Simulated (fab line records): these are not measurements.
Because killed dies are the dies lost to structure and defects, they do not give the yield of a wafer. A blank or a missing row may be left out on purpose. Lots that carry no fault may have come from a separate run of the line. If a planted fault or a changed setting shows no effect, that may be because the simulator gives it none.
The tool behind it: which one? / flow rit-cmos / 14 lots, 42 wafers sampled, at 2 steps of a route of 202

WHAT EACH GAUGE READ, for each wafer
The record holds no reading of a measuring or inspecting step that can be judged against a usual standard deviation.

WHICH TOOL RAN EACH LOT (tool, then ch and the chambers of the sampled wafers, then the start)
lot=L331; RIT_ACTIVE_CLEAN_15=wet-bench-01 ch 0, day 1 15:51; RIT_M1_PROBE_99=prober-02, day 3 09:01
lot=L332; RIT_ACTIVE_CLEAN_15=wet-bench-02 ch 2, day 1 20:17; RIT_M1_PROBE_99=prober-01, day 3 14:38
lot=L333; RIT_ACTIVE_CLEAN_15=wet-bench-03 ch 2, day 2 02:10; RIT_M1_PROBE_99=prober-02, day 4 01:31
lot=L334; RIT_ACTIVE_CLEAN_15=wet-bench-03 ch 2, day 2 06:29; RIT_M1_PROBE_99=prober-01, day 4 01:25
lot=L335; RIT_ACTIVE_CLEAN_15=wet-bench-02 ch 0, day 2 11:16; RIT_M1_PROBE_99=prober-01, day 4 05:07
lot=L336; RIT_ACTIVE_CLEAN_15=wet-bench-02 ch 2, day 2 16:16; RIT_M1_PROBE_99=prober-02, day 4 14:44
lot=L337; RIT_ACTIVE_CLEAN_15=wet-bench-03 ch 1, day 2 22:44; RIT_M1_PROBE_99=prober-01, day 4 16:18
lot=L339; RIT_ACTIVE_CLEAN_15=wet-bench-02 ch 2, day 3 07:09; RIT_M1_PROBE_99=prober-01, day 5 04:22
lot=L340; RIT_ACTIVE_CLEAN_15=wet-bench-03 ch 2, day 3 12:19; RIT_M1_PROBE_99=prober-02, day 5 10:37
lot=L341; RIT_ACTIVE_CLEAN_15=wet-bench-02 ch 3, day 3 17:08; RIT_M1_PROBE_99=prober-01, day 5 13:59
lot=L343; RIT_ACTIVE_CLEAN_15=wet-bench-03 ch 0, day 4 03:40; RIT_M1_PROBE_99=prober-01, day 5 22:40
lot=L349; RIT_ACTIVE_CLEAN_15=wet-bench-03 ch 3, day 5 11:26; RIT_M1_PROBE_99=prober-01, day 7 06:02
lot=L350; RIT_ACTIVE_CLEAN_15=wet-bench-03 ch 2, day 5 15:32; RIT_M1_PROBE_99=prober-02, day 7 11:38
lot=L353; RIT_ACTIVE_CLEAN_15=wet-bench-03 ch 1, day 6 06:08; RIT_M1_PROBE_99=prober-01, day 7 23:10
- RIT_ACTIVE_CLEAN_15: cleans in SC1, time 600 s.
- RIT_M1_PROBE_99

AS READ BY THE TOOLS THEMSELVES (means over the sampled wafers that have a number; for cases with no such wafer, the mark the record gives instead)
RIT_ACTIVE_CLEAN_15. Usual: run-length-s at 627 s, with a standard deviation of 3.2.
lot=L331; tool=wet-bench-01; run-length-s (s)=628; flag=
lot=L332; tool=wet-bench-02; run-length-s (s)=634; flag=
lot=L333; tool=wet-bench-03; run-length-s (s)=626; flag=
lot=L334; tool=wet-bench-03; run-length-s (s)=633; flag=
lot=L335; tool=wet-bench-02; run-length-s (s)=627; flag=
lot=L336; tool=wet-bench-02; run-length-s (s)=626; flag=
lot=L337; tool=wet-bench-03; run-length-s (s)=624; flag=
lot=L339; tool=wet-bench-02; run-length-s (s)=626; flag=
lot=L340; tool=wet-bench-03; run-length-s (s)=625; flag=
lot=L341; tool=wet-bench-02; run-length-s (s)=625; flag=
lot=L343; tool=wet-bench-03; run-length-s (s)=628; flag=
lot=L349; tool=wet-bench-03; run-length-s (s)=625; flag=
lot=L350; tool=wet-bench-03; run-length-s (s)=689; flag=OFF
lot=L353; tool=wet-bench-03; run-length-s (s)=679; flag=OFF

RIT_M1_PROBE_99. Usual: killed_at_M0_to_M3 is 0.0 with standard deviation 0.083, killed-at-contacts is 0.1 with standard deviation 0.31, killed-at-front-end is 7 with standard deviation 3.3, killed-dies is 7 with standard deviation 3.3, killed-on-rim is 1.9 with standard deviation 1.5, killed-open is 3.4 with standard deviation 2.2, and killed-short is 3.5 with standard deviation 2.
lot=L331 tool=prober-02 killed_at_M0_to_M3=0.0 killed-at-contacts=0.0 killed-at-front-end=5 killed-dies=5 killed-on-rim=1.0 killed-open=3.3 killed-short=2.0 flag=
lot=L332 tool=prober-01 killed_at_M0_to_M3=0.0 killed-at-contacts=0.0 killed-at-front-end=13 killed-dies=13 killed-on-rim=3.3 killed-open=8.0 killed-short=5.3 flag=
lot=L333 tool=prober-02 killed_at_M0_to_M3=0.0 killed-at-contacts=0.0 killed-at-front-end=8 killed-dies=8 killed-on-rim=2.7 killed-open=3.0 killed-short=5.0 flag=
lot=L334 tool=prober-01 killed_at_M0_to_M3=0.3 killed-at-contacts=0.0 killed-at-front-end=7 killed-dies=7 killed-on-rim=2.3 killed-open=3.7 killed-short=3.3 flag=OFF
lot=L335 tool=prober-01 killed_at_M0_to_M3=0.0 killed-at-contacts=0.0 killed-at-front-end=6 killed-dies=6 killed-on-rim=1.7 killed-open=2.3 killed-short=3.3 flag=
lot=L336 tool=prober-02 killed_at_M0_to_M3=0.0 killed-at-contacts=0.0 killed-at-front-end=8 killed-dies=8 killed-on-rim=2.0 killed-open=3.3 killed-short=5.0 flag=
lot=L337 tool=prober-01 killed_at_M0_to_M3=0.0 killed-at-contacts=0.0 killed-at-front-end=7 killed-dies=7 killed-on-rim=2.0 killed-open=5.3 killed-short=2.0 flag=
lot=L339 tool=prober-01 killed_at_M0_to_M3=0.0 killed-at-contacts=0.0 killed-at-front-end=6 killed-dies=6 killed-on-rim=1.7 killed-open=3.0 killed-short=3.3 flag=
lot=L340 tool=prober-02 killed_at_M0_to_M3=0.0 killed-at-contacts=0.3 killed-at-front-end=11 killed-dies=11 killed-on-rim=1.7 killed-open=5.7 killed-short=5.7 flag=
lot=L341 tool=prober-01 killed_at_M0_to_M3=0.0 killed-at-contacts=0.0 killed-at-front-end=9 killed-dies=9 killed-on-rim=2.3 killed-open=4.7 killed-short=4.0 flag=
lot=L343 tool=prober-01 killed_at_M0_to_M3=0.0 killed-at-contacts=0.0 killed-at-front-end=10 killed-dies=10 killed-on-rim=3.0 killed-open=3.3 killed-short=5.0 flag=
lot=L349 tool=prober-01 killed_at_M0_to_M3=0.0 killed-at-contacts=0.0 killed-at-front-end=5 killed-dies=5 killed-on-rim=1.3 killed-open=2.7 killed-short=2.7 flag=
lot=L350 tool=prober-02 killed_at_M0_to_M3=0.0 killed-at-contacts=0.0 killed-at-front-end=5 killed-dies=5 killed-on-rim=1.3 killed-open=1.3 killed-short=3.3 flag=
lot=L353 tool=prober-01 killed_at_M0_to_M3=0.0 killed-at-contacts=0.3 killed-at-front-end=4 killed-dies=4 killed-on-rim=1.0 killed-open=1.3 killed-short=3.0 flag=

THE ANSWER, worked out from the rows above alone
Rule: a lot counts as off when the mean over its wafers that have a number is more than 3 standard deviations away from the usual mean. Also off: a lot with no number at a reading for which 4 or more lots have one. The other lots that the step has rows for count as sound. The gauges are gone through in route order, then the tools' own readings, and for those a lot's mean is taken as printed above. The first step at which some lot is off is used, and at that step the reading that is off furthest; a lot without a number counts as furthest.
Off: L350, L353, at RIT_ACTIVE_CLEAN_15 (run-length-s).
A tool fits if, at that step or a process step before it, it ran every lot that is off, and no sound lot after the first of them. One fits: wet-bench-03 at RIT_ACTIVE_CLEAN_15. A fault onset in the window from L349 (day 5 11:26, its last sound lot) to L350 (day 5 15:32, its first lot off) fits.
On the lots that are off, the tool's own readings at RIT_ACTIVE_CLEAN_15 differ by more than 5 times the standard deviation of the sound lots' means, which bears it out; run-length-s reads 684 s there versus 627 s on the sound lots.

WHAT WAS PUT IN BY THE SIMULATOR
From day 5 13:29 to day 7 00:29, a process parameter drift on wet-bench-03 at RIT_ACTIVE_CLEAN_15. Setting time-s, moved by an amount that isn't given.
Shown lots that were struck: L350, L353. The rule above found the same.
